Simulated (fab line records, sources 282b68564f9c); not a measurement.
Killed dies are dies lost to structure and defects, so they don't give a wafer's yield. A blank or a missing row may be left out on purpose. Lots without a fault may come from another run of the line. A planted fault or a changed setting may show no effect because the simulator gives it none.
Problem report in the 8D (eight disciplines) form, filled by code | flow rit_cmos | the parts of the form that need people (team, actions taken, sign-off) are left out

1. THE PROBLEM
PSD_RS at RIT_SDANNEAL_RS_MEAS_04 reads a mean of 121.35 ohm/sq on 6 wafers of 2 lots; wafers without a fault read 115.97 ohm/sq with a standard deviation of 0.28. That is +19 standard deviations from the usual mean.
The step: measures by four-point-probe.
First seen on wafer L297.3, day 5 05:20, on film_metro-04. The record holds 36 wafers of 12 lots with a number at this step. Rule for "out", or "out of limits": more than 4 standard deviations from the usual mean. The other wafers with a number count as sound.

2. WHAT IT IS AND WHAT IT IS NOT
question                    | is                           | is not
which readings at this step | PSD_RS                       | -
which lots                  | L297, L299                   | L288, L289, L290, L291, L298, L303, L305, L306, L308, L311
which wafers of those lots  | all that have a number       | -
read on which gauges        | film_metro-01, film_metro-04 | film_metro-03
when                        | from day 5 05:20             | up to then (12 sound wafers); but 18 sound wafers of L298, L303, L305, L306, L308, L311 came after

3. SUSPECTS, AND WHAT RULES EACH OUT
Counting: a tool at a process step up to the reading stays a suspect if it ran every lot that is out and no sound lot after the first of them.
- the gauge at RIT_SDANNEAL_RS_MEAS_04: ruled out. The wafers that are out were read on 2 gauges (film_metro-01, film_metro-04).
- rtp_anneal-02 at RIT_SDANNEAL_RTA_03 (time 5 s): kept. It ran every lot that is out, first L297 (day 5 05:15), and no sound lot after that; its last sound lot up to then is L291 (day 3 21:56). Its own readings are out on those wafers: wafer_temp_C_max.
Left after counting: rtp_anneal-02 at RIT_SDANNEAL_RTA_03.

4. THE CAUSE (what the simulator had put in)
Process parameter drift: rtp_anneal-02, from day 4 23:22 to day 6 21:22, at RIT_SDANNEAL_RTA_03. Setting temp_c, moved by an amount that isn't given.
Counting left only this tool.

5. THE CHAIN OF EFFECTS, in route order
Each row: a reading whose mean over the struck wafers that have a number lies more than 3 standard deviations from the usual. Only readings for which the record gives a usual standard deviation are gone through. hours: the time from each lot's start at the first step in this table that gives one to its start at this step, as a median over the lots. sigmas: the change in usual standard deviations.
hours | step                    | reading          | usual         | on struck wafers | change | sigmas
0     | RIT_SDANNEAL_RTA_03     | wafer_temp_C_max | 1053.5        | 1045.5           | -8.0   | -6.6
0     | RIT_SDANNEAL_RS_MEAS_04 | PSD_RS           | 115.97 ohm/sq | 121.35           | +5.38  | +19
0     | RIT_SDANNEAL_RS_MEAS_06 | PLDD_RS          | 178.8 ohm/sq  | 183.6            | +4.8   | +10
The process steps in it:
- RIT_SDANNEAL_RTA_03: time 5 s.

6. WHAT WOULD HAVE CAUGHT IT SOONER
In this record the first reading out of limits at a measuring or inspecting step was taken at day 5 05:20, 6 hours after the fault began at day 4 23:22.
The tool's own readings at RIT_SDANNEAL_RTA_03 were out on every struck wafer that the step has a row for (wafer_temp_C_max): an alarm limit on them would have fired on the first of those.
Of the lots that are out (2), L299 began RIT_SDANNEAL_RTA_03 on rtp_anneal-02 after day 5 05:20. A hold on the tool at that time would have spared it.
